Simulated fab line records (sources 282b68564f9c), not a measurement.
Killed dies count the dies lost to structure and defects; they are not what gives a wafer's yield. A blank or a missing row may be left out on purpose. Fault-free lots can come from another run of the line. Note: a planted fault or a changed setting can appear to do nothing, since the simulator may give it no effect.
Struck lot and sound lot, side by side + flow rit cmos + 26 steps out of a route of 202
Sound: the wafers L897.1, L897.5, L897.6. The struck wafers were L892.2, L892.5, L892.6. Last of all comes the cause.
Order at every step that has rows: each side's tool, ch and its chambers, its first start. Under that, the readings that differ: sound wafers + struck wafers + difference of the means + sigmas: that difference in standard deviations of wafers without a fault.
alike: readings with means less than 2 such deviations apart, plus words and numbers identical on both sides. not compared: withheld readings, readings lacking a value on some wafer, bounds such as >300 that could conceal the same value, and numbers that have no deviation in the record and whose values overlap.
Wherever a step has rows on one side only, a row that says differs or no value, or a row with sigmas, the two part there. When numbers do not overlap yet have no deviation, they are printed without sigmas and do not part them. A reading that every wafer of one side lacks parts them only if that side has two wafers or more.

first, 1 step without rows for these wafers: RIT_SPACER_CVD_03 (deposits Si3N4 from SiH2Cl2/NH3, target thk 250 nm, time 3300 s).
RIT_SPACER_THK_MEAS_04:
  sound: film metro-03 at day 6 01:11; struck: film metro-02 at day 4 15:59
  alike: SPACER_NITRIDE_THK
RIT_SPACER_ETCHBACK_05: etches Si3N4 in SF6/CHF3, stops on SiO2, target depth 250 nm, time 240 s.
  sound on rie diel-03 ch 1,2,3, day 6 01:15; struck on rie diel-02 ch 0,1, day 4 16:02
  alike: drypump motor current A, oes product au, throttle valve pct
  not compared: rf hours counter h
then, 6 steps without rows for these wafers: RIT_NSD_HMDS_00 (prime time 60 s); RIT_NSD_COAT_01 (resist thk 1000 nm); RIT_NSD_SOFTBAKE_02 (time 60 s); RIT_NSD_EXPOSE_03 (exposes mask M9, target cd 40700 nm); RIT_NSD_PEB_04; RIT_NSD_DEVELOP_05 (develop time 50 s).
RIT_NSD_OVL_MEAS_06:
  sound: overlay-02 at day 6 02:25; struck: overlay-01 at day 4 17:10
  alike: NSD_OVL
then, 2 steps without rows for these wafers: RIT_NSD_HARDBAKE_07 (time 60 s); RIT_NSD_IMPLANT_08.
RIT_NSD_STRIP_09: strips in O2, time 180 s.
  sound on plasma asher-02 ch 0,1, day 6 02:46; struck on plasma asher-04 ch 0,1, day 4 17:29
  no value came back on the struck wafers for chamber pressure mTorr (mTorr), drypump motor current A (A), o2 flow sccm (sccm); on the sound wafers chamber pressure mTorr (mTorr) reads 3996 4001 4004
| reading                                  | sound | struck            | difference | sigmas |
|------------------------------------------|-------|-------------------|------------|--------|
| model.NOVOLAK_of_NSD_COAT_01.thk nm (nm) | 0 0 0 | 885.9 886.7 890.2 | +887.6     |        |
  not compared: rf hours counter h
RIT_NSD_TW_MEAS_10:
  sound: film metro-01 at day 6 02:56; struck: film metro-04 at day 4 17:41
  alike: NSD_TW
then, 6 steps without rows for these wafers: RIT_PSD_HMDS_00 (prime time 60 s); RIT_PSD_COAT_01 (resist thk 1000 nm); RIT_PSD_SOFTBAKE_02 (time 60 s); RIT_PSD_EXPOSE_03 (exposes mask M10, target cd 40900 nm); RIT_PSD_PEB_04; RIT_PSD_DEVELOP_05 (develop time 50 s).
RIT_PSD_OVL_MEAS_06:
  sound: overlay-01 at day 6 03:50; struck: overlay-02 at day 4 18:59
  alike: PSD_OVL
then, 2 steps without rows for these wafers: RIT_PSD_HARDBAKE_07 (time 60 s); RIT_PSD_IMPLANT_08.
RIT_PSD_STRIP_09: strips in O2, time 180 s.
  sound on plasma asher-04 ch 0,1, day 6 04:11; struck on plasma asher-02 ch 0,1, day 4 19:25
  alike: chamber pressure mTorr, drypump motor current A, o2 flow sccm
  not compared: rf hours counter h
RIT_PSD_TW_MEAS_10:
  sound: film metro-04 at day 6 04:22; struck: film metro-03 at day 4 19:36
| reading | sound          | struck   | difference | sigmas |
|---------|----------------|----------|------------|--------|
| PSD_TW  | 3429 3411 3415 | 30 30 30 | -3388      | -94    |
then, 1 step without rows for these wafers: RIT_SDANNEAL_CLEAN_00 (cleans in SC1, time 600 s).

WHERE THEY PART
First at RIT_NSD_STRIP_09; last, within this record, at RIT_PSD_TW_MEAS_10.

WHY: what the simulator had put in
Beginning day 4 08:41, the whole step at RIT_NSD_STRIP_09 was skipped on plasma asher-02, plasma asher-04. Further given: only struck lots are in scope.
